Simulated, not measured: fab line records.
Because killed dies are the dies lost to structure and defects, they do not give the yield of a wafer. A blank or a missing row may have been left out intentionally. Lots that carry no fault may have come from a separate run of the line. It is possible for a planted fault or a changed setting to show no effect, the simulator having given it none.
Comparing a struck lot with a sound one	flow berkeley cmos170	15 out of 331 route steps
Sound: these wafers, L395.1, L395.3, L395.4. The struck wafers were L413.2, L413.3, L413.4. Last of all comes the cause.
Order at every step that has rows: each side's tool, ch and its chambers, its first start. Under that, the readings that differ: sound wafers	struck wafers	difference of the means	sigmas: that difference in standard deviations of wafers without a fault.
alike: words and numbers the same on both sides, and readings whose means are apart by under 2 such deviations; not compared: readings that were withheld, readings missing a value for some wafer, numbers with overlapping values and no deviation given by the record, and bounds like >300 which may hide the same value.
The two part at a step that has a row with sigmas, a row that says differs or no value, or rows on one side only. Non-overlapping numbers with no deviation appear without sigmas and do not part them. Lack of a reading on every wafer of one side parts them only where that side has two or more wafers.

first, 4 steps without rows for these wafers: UCB170_NWELL_WET_ETCH_19 (etches SiO2 in BOE, time 22 s); UCB170_PWELL_CLEAN_00 (cleans in SPM, time 600 s); UCB170_PWELL_CLEAN_01 (cleans in dHF, time 60 s); UCB170_PWELL_OXIDATION_02 (target thk 26.4 nm, ox time 1260 s).
UCB170_PWELL_THK_MEAS_03:
  sound on film metro-03, day 3 03:17; struck on film metro-03, day 6 23:58
  alike: PWELL_OXIDE_THK
then, 2 steps without rows for these wafers: UCB170_PWELL_ANNEAL_04 (time 900 s); UCB170_PWELL_CVD_05 (deposits Si3N4 from SiH2Cl2/NH3, target thk 220 nm, time 3300 s).
UCB170_PWELL_THK_MEAS_06:
  sound on film metro-01, day 3 10:43; struck on film metro-01, day 7 10:58
  alike: PWELL_NITRIDE_THK
then, 4 steps without rows for these wafers: UCB170_PWELL_HMDS_07 (prime time 60 s); UCB170_PWELL_COAT_08 (resist thk 900 nm); UCB170_PWELL_SOFTBAKE_09 (time 60 s); UCB170_PWELL_EXPOSE_10 (exposes mask PWELL, target cd 3000 nm).
UCB170_PWELL_PEB_11:
  sound on litho track-04 ch 0, day 3 12:15; struck on litho track-03 ch 0, day 7 11:58
reading	sound	struck	difference	sigmas
heater power total W (W)	56.80 56.77 56.78	59.76 59.77 59.70	+2.96	+63
then, 1 step without rows for these wafers: UCB170_PWELL_DEVELOP_12 (develop time 45 s).
UCB170_M3_PROBE_99:
  rows exist in the record for the sound wafers here (prober-01, day 8 22:46), none for the struck ones

## WHERE THEY PART
Earliest at UCB170_PWELL_PEB_11; latest, in this record, at UCB170_M3_PROBE_99.

WHY: the cause the simulator had injected
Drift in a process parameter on litho track-03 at UCB170_PWELL_PEB_11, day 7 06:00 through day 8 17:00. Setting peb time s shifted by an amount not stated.
